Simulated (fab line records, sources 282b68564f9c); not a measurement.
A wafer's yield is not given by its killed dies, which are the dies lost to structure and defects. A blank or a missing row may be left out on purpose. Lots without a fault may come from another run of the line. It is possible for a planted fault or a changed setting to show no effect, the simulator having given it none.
Split-lot trial    flow rit cmos    route with 202 steps; 5 lots, 23 wafers read

== ABOUT THE SPLIT ==
At RIT_ACTIVE_EXPOSE_08 (exposes mask M1, target cd 1400 nm), the setting dose mj was moved away from the recipe's 225 on 6 of the 23 wafers read, by -6.0% to -3.3%. The other wafers ran this setting at the recipe's value.

== FROM THE SPLIT TO THE READING: what the file shows between them, 5 steps ==
- RIT_ACTIVE_PEB_09
- RIT_ACTIVE_DEVELOP_10: develop time 50 s
- RIT_ACTIVE_CD_MEAS_11: target cd 1400 nm
- RIT_ACTIVE_ETCH_13: etches Si3N4 in SF6, stops on SiO2, time 210 s, target depth 210 nm (also split here: pressure mtorr)
- RIT_ACTIVE_STRIP_14: strips in O2, time 180 s

== THE READING ==
cd nm, in nm, at RIT_ACTIVE_CD_MEAS_90 (target cd 1400 nm). Typical for fault-free wafers on this fab line: 1399.7 nm, with standard deviation 2.2 nm.

wafer   tool, chamber at the split  dose mj as run  against the recipe  cd nm, nm  against lot-mates on the recipe
L074.1  iline stepper-02, 0         225             recipe              1401.1     -
L074.2  iline stepper-02, 0         225             recipe              1400.2     -
L074.5  iline stepper-02, 0         225             recipe              1400.2     -
L075.1  iline stepper-01, 0         225             recipe              1398.9     -
L075.2  iline stepper-01, 0         217.5           -3.3%               1408.9     +10.1
L075.4  iline stepper-01, 0         217.5           -3.3%               1409.3     +10.5
L075.5  iline stepper-01, 0         217.5           -3.3%               1408.4     +9.6
L075.6  iline stepper-01, 0         225             recipe              1398.8     -
L079.1  iline stepper-02, 0         225             recipe              1399.3     -
L079.2  iline stepper-02, 0         225             recipe              1400.4     -
L079.4  iline stepper-02, 0         225             recipe              1399.1     -
L079.5  iline stepper-02, 0         225             recipe              1400.5     -
L079.6  iline stepper-02, 0         225             recipe              1399.2     -
L080.1  iline stepper-02, 0         225             recipe              1397.6     -
L080.2  iline stepper-02, 0         211.4           -6.0%               1417.4     +19.4
L080.4  iline stepper-02, 0         211.4           -6.0%               1415.1     +17.0
L080.5  iline stepper-02, 0         211.4           -6.0%               1416.3     +18.2
L080.6  iline stepper-02, 0         225             recipe              1398.5     -
L085.1  iline stepper-01, 0         225             recipe              1397.8     -
L085.2  iline stepper-01, 0         225             recipe              1400.3     -
L085.3  iline stepper-01, 0         225             recipe              1398.0     -
L085.4  iline stepper-01, 0         225             recipe              1399.2     -
L085.6  iline stepper-01, 0         225             recipe              1399.4     -

FIT RESULTS
A straight line over all 23 wafers: cd nm changes by -2.81 nm for each +1% of dose mj; r = -0.99; the points scatter about the line by 0.97 nm.
The same after taking each lot's own level away (the mean of its wafers on the recipe; 23 wafers): -3.01 nm for each +1%; r = -0.99; scatter 0.7 nm.
Per that fit: largest dose mj move, reading shift of 18 nm.
From 1398.05 to 1400.50 nm: that is the span of the lots' own levels, equal to 1.1 times the standard deviation above.
Consequently the slope shifts little with the lot-to-lot level, the two slopes agreeing.
Check: +17.8 nm against its lot-mates is what the line predicts for one of the wafers moved furthest among these (-6.0%) when that wafer is left out of the fit. It came out at +19.4 nm against them.

== THE OTHER SPLITS THESE WAFERS WENT THROUGH ==
These wafers also went through other splits before the reading. Each is held against what the fit with the lots' levels taken away leaves over:
other split on the same wafers     wafers away from the commonest value  r with cd nm (lot level and that fit taken away)
RIT_ACTIVE_ETCH_13 pressure mtorr  10                                    +0.00

== THE WHOLE CHAIN: every reading that the file lists as answering this split, in the file's order ==
step                   what it does                                                         reading                                                        change (the file's fit)               r (the file's)
RIT_ACTIVE_CD_MEAS_11  target cd 1400 nm                                                    cd nm                                                          -3.02 nm for each +1% of the setting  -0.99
RIT_ACTIVE_ETCH_13     etches Si3N4 in SF6, stops on SiO2, time 210 s, target depth 210 nm  ACTIVE.cd nm (the simulator's own value, which no gauge read)  -3.05 nm for each +1% of the setting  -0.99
RIT_ACTIVE_CD_MEAS_90  target cd 1400 nm                                                    cd nm                                                          -3 nm for each +1% of the setting     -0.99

== FILE'S OWN FIT ==
cd nm changes by -3 nm for each +1% of dose mj, r = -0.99.
